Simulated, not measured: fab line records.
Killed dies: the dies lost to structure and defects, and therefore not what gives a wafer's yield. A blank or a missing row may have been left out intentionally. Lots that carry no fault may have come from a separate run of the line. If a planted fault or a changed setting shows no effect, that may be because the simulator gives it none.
The tool behind it: which one? -- flow berkeley-cmos170 -- 38 wafers from 13 lots sampled at 4 of the route's 331 steps

## WHAT EACH GAUGE READ, for each wafer
UCB170_PSD_CD_MEAS_06: the cd target is 1200 nm. Usual: cd-nm 1199.7 nm, standard deviation 1.5.
lot,measured,on,cd-nm (nm),flag
L209,day 7 16:41,cd-sem-01,1197.6 1198.9 1198.5,
L210,day 7 16:53,cd-sem-01,1200.1 1199.3 1200.0,
L213,day 8 09:38,cd-sem-02,1201.8 1202.3 1201.0,
L211,day 8 09:50,cd-sem-01,1199.4 1200.8 1198.4,
L216,day 8 18:25,cd-sem-02,1200.3 1200.3 1200.0,
L214,day 8 18:53,cd-sem-01,1198.8 1197.2 1198.3,
L217,day 9 10:35,cd-sem-02,1199.0 1199.6 1198.1,
L220,day 10 01:49,cd-sem-02,1197.9 1199.2 1199.4,
L219,day 10 02:15,cd-sem-01,1199.0 1201.7 1200.9,
L218,day 10 02:23,cd-sem-02,1200.7 1200.7 1199.4,
L227,day 11 18:02,cd-sem-02,1198.6 1197.0 1197.3,
L232,day 12 02:14,cd-sem-02,1202.6 1202.9 1201.8,
L228,day 12 09:23,cd-sem-01,1201.0 1199.2,

UCB170_V1_OVL_MEAS_13. Usual: V1_OVL gives -1 nm (standard deviation 5.6).
lot,measured,on,V1_OVL (nm),flag
L209,day 8 16:02,overlay-02,5 5 7,
L210,day 8 15:55,overlay-01,-3 -1 2,
L213,day 9 04:56,overlay-02,-2 -4 -11,
L211,day 9 05:06,overlay-01,-1 -7 -4,
L216,day 9 15:12,overlay-02,4 4 9,
L214,day 9 16:08,overlay-01,9 6 1,
L217,day 10 06:57,overlay-02,-3 -5 -7,
L220,day 10 22:26,overlay-01,-5 -3 -8,
L219,day 11 00:34,overlay-02,0 -9 -8,
L218,day 11 01:49,overlay-02,4 1 3,
L227,day 12 08:58,overlay-02,12 10 6,
L232,day 12 22:23,overlay-02,0 -1 -2,
L228,day 13 00:01,overlay-01,-14 -10,

## TOOL THAT RAN EACH LOT (tool first, then ch and the chambers of the sampled wafers, then the start)
lot,UCB170_CONTACT_STRIP_19,UCB170_M1_METAL_ETCH_12
L209,"plasma-asher-04 ch 0,1, day 8 04:58","rie-metal-01 ch 0,1, day 8 07:58"
L210,"plasma-asher-03 ch 0,1, day 8 05:14","rie-metal-02 ch 0,1, day 8 08:15"
L213,"plasma-asher-02 ch 0,1, day 8 18:54","rie-metal-04 ch 0,1, day 8 22:07"
L211,"plasma-asher-04 ch 0,1, day 8 21:31","rie-metal-01 ch 0,1, day 9 00:31"
L216,"plasma-asher-04 ch 0,1, day 9 06:59","rie-metal-02 ch 0, day 9 08:40"
L214,"plasma-asher-02 ch 0,1, day 9 07:51","rie-metal-01 ch 0,1, day 9 10:35"
L217,"plasma-asher-02 ch 0,1, day 9 22:14","rie-metal-04 ch 0,1, day 10 00:17"
L220,"plasma-asher-03 ch 0,1, day 10 16:46","rie-metal-01 ch 0,1, day 10 18:40"
L219,"plasma-asher-04 ch 0,1, day 10 17:00","rie-metal-04 ch 0,1, day 10 18:53"
L218,"plasma-asher-02 ch 0, day 10 17:05","rie-metal-02 ch 0,1, day 10 19:06"
L227,"plasma-asher-04 ch 0,1, day 12 03:25","rie-metal-02 ch 0, day 12 05:13"
L232,"plasma-asher-03 ch 0,1, day 12 15:10","rie-metal-01 ch 0,1, day 12 17:53"
L228,"plasma-asher-02 ch 1, day 12 18:35","rie-metal-04 ch 0, day 12 20:22"
- UCB170_CONTACT_STRIP_19: strips in O2.
- UCB170_M1_METAL_ETCH_12: etches Al in Cl2/BCl3, stops on PSG, target depth 780 nm, time 130 s.

## AS READ BY THE TOOLS THEMSELVES (means over the sampled wafers that have a number; for cases with no such wafer, the mark the record gives instead)
UCB170_CONTACT_STRIP_19. Usual: drypump-motor-current-A 5.4 A, standard deviation 0.64; oes-product-au 0.725 a.u., standard deviation 0.0045.
lot,tool,drypump-motor-current-A (A),oes-product-au (a.u.),flag
L209,plasma-asher-04,5.1,0.725,
L210,plasma-asher-03,4.8,0.723,
L213,plasma-asher-02,6.4,0.723,
L211,plasma-asher-04,5.2,0.725,
L216,plasma-asher-04,5.1,0.721,
L214,plasma-asher-02,6.4,0.726,
L217,plasma-asher-02,6.4,0.723,
L220,plasma-asher-03,4.8,0.724,
L219,plasma-asher-04,5.1,0.730,
L218,plasma-asher-02,6.7,0.724,
L227,plasma-asher-04,5.1,0.724,
L232,plasma-asher-03,4.8,0.718,
L228,plasma-asher-02,5.8,0.726,

UCB170_M1_METAL_ETCH_12. Usual: drypump-motor-current-A 5.85 A, standard deviation 0.26; oes-product-au 0.847 a.u., standard deviation 0.021; run-length-s 158.19 s, standard deviation 0.24; throttle-valve-pct 24.31 %, standard deviation 0.15.
lot,tool,drypump-motor-current-A (A),oes-product-au (a.u.),run-length-s (s),throttle-valve-pct (%),flag
L209,rie-metal-01,5.89,0.833,158.27,24.13,
L210,rie-metal-02,5.62,0.868,158.32,24.32,
L213,rie-metal-04,5.90,0.834,157.97,24.37,
L211,rie-metal-01,5.91,0.829,158.07,24.13,
L216,rie-metal-02,5.34,0.880,158.19,24.26,
L214,rie-metal-01,5.91,0.843,158.31,24.21,
L217,rie-metal-04,5.88,0.832,158.12,24.37,
L220,rie-metal-01,5.92,0.833,158.33,24.13,
L219,rie-metal-04,5.89,0.833,158.15,24.37,
L218,rie-metal-02,5.89,0.868,158.00,24.44,
L227,rie-metal-02,5.33,0.876,158.23,24.26,
L232,rie-metal-01,5.91,0.844,158.00,24.21,
L228,rie-metal-04,5.77,0.887,148.88,24.22,OFF

## THE ANSWER, worked out from the rows above alone
Rule: a lot is off if the mean of its wafers that have a number lies more than 3 standard deviations from the usual mean. A lot without any number at a reading at which 4 lots or more have one is off too. All remaining lots with rows at the step are treated as sound. Order of review: gauges by route order, followed by the tools' own readings, for which a lot's mean as printed above is used. The first step at which some lot is off is used, and at that step the reading that is off furthest; a lot without a number counts as furthest.
Off: L228 (UCB170_M1_METAL_ETCH_12, run-length-s).
A tool fits if, at that step or a process step before it, it ran every lot that is off, and no sound lot after the first of them. 2 tools fit, plasma-asher-02 at UCB170_CONTACT_STRIP_19 and rie-metal-04 at UCB170_M1_METAL_ETCH_12, so this cannot tell which one it is.

## WHAT THE SIMULATOR HAD PUT IN
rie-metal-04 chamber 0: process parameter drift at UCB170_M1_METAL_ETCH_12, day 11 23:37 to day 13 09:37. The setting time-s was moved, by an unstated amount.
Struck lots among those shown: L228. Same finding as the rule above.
